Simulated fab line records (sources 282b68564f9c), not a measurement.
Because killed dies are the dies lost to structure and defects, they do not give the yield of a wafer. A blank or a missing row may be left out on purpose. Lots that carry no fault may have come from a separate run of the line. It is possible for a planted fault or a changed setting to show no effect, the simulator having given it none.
Split-lot trial    flow rit cmos    on a route of 202 steps: 5 lots, 23 wafers read

THE SPLIT ITSELF
At RIT_NWELL_COAT_01 (resist thk 1300 nm), the setting spin rpm was moved away from the recipe's 2000 rpm on 7 of the 23 wafers read, by +3.7% to +6.5%. This setting was run at the recipe's value on the other wafers.

FROM THE SPLIT TO THE READING: what the file shows between them, 3 steps
- RIT_NWELL_SOFTBAKE_02: time 60 s
- RIT_NWELL_EXPOSE_03: exposes mask M2, target cd 43900 nm
- RIT_NWELL_DEVELOP_05: develop time 68 s

THE READING
NOVOLAK_of_NWELL_COAT_01.thk nm (the simulator's own value, which no gauge read), in nm, at RIT_NWELL_HARDBAKE_07 (time 120 s). There is no usual value for it anywhere in the file. The 16 wafers here that ran the recipe average 1136 nm, standard deviation 2.7 nm.

wafer   tool, chamber at the split  spin rpm as run, rpm  against the recipe  NOVOLAK_of_NWELL_COAT_01.thk nm, nm  against lot-mates on the recipe
L075.2  litho track-04, 0           2000                  recipe              1135                                 -
L075.3  litho track-04, 0           2000                  recipe              1135                                 -
L075.4  litho track-04, 0           2131                  +6.5%               1098                                 -36
L075.5  litho track-04, 0           2131                  +6.5%               1100                                 -34
L075.6  litho track-04, 0           2000                  recipe              1131                                 -
L076.1  litho track-04, 0           2000                  recipe              1141                                 -
L076.2  litho track-04, 0           2000                  recipe              1136                                 -
L076.4  litho track-04, 0           2085                  +4.2%               1112                                 -25
L076.5  litho track-04, 0           2000                  recipe              1134                                 -
L076.6  litho track-04, 0           2085                  +4.2%               1114                                 -23
L081.3  litho track-04, 0           2000                  recipe              1134                                 -
L081.4  litho track-04, 0           2000                  recipe              1134                                 -
L081.6  litho track-04, 0           2000                  recipe              1133                                 -
L082.1  litho track-01, 0           2000                  recipe              1139                                 -
L082.4  litho track-01, 0           2000                  recipe              1139                                 -
L082.3  litho track-01, 0           2074                  +3.7%               1117                                 -22
L082.5  litho track-01, 0           2074                  +3.7%               1116                                 -23
L082.6  litho track-01, 0           2074                  +3.7%               1115                                 -24
L085.2  litho track-02, 0           2000                  recipe              1138                                 -
L085.5  litho track-02, 0           2000                  recipe              1138                                 -
L085.3  litho track-02, 0           2000                  recipe              1135                                 -
L085.4  litho track-02, 0           2000                  recipe              1136                                 -
L085.6  litho track-02, 0           2000                  recipe              1140                                 -

THE FIT
A straight line over all 23 wafers: NOVOLAK_of_NWELL_COAT_01.thk nm changes by -5.57 nm for each +1% of spin rpm; r = -0.98; the points scatter about the line by 2.4 nm.
The same after taking each lot's own level away (the mean of its wafers on the recipe; 23 wafers): -5.57 nm for each +1%; r = -0.99; scatter 2 nm.
On that fit, the largest move of spin rpm shifts the reading by 36 nm.
From 1133.7 to 1139.0 nm: that is the span of the lots' own levels, equal to 2.0 times the standard deviation above.
So the lot-to-lot level changes the slope little: the two slopes agree.
Check: with one of the wafers moved furthest among these (+6.5%) left out of the fit, the line predicts -37 nm for it against its lot-mates. Against them it came out at -35.7 nm.

ADDITIONAL SPLITS CARRIED BY THESE WAFERS
Note: prior to the reading, these wafers also went through further splits. Each is held against what the fit with the lots' levels taken away leaves over:
other split on the same wafers    wafers away from the commonest value  r with NOVOLAK_of_NWELL_COAT_01.thk nm (lot level and that fit taken away)
RIT_ACTIVE_OXIDATION_01 temp c    18                                    -0.31
RIT_ACTIVE_DEVELOP_10 dev temp c  9                                     +0.11

THE WHOLE CHAIN: every reading that the file lists as answering this split, in the file's order
step                   what it does        reading                                                                           change (the file's fit)               r (the file's)
RIT_NWELL_COAT_01      resist thk 1300 nm  NOVOLAK_of_NWELL_COAT_01.thk nm (the simulator's own value, which no gauge read)  -6.45 nm for each +1% of the setting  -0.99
RIT_NWELL_HARDBAKE_07  time 120 s          NOVOLAK_of_NWELL_COAT_01.thk nm (the simulator's own value, which no gauge read)  -5.56 nm for each +1% of the setting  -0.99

THE FILE'S OWN FIT
NOVOLAK_of_NWELL_COAT_01.thk nm changes by -5.56 nm for each +1% of spin rpm, r = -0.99.
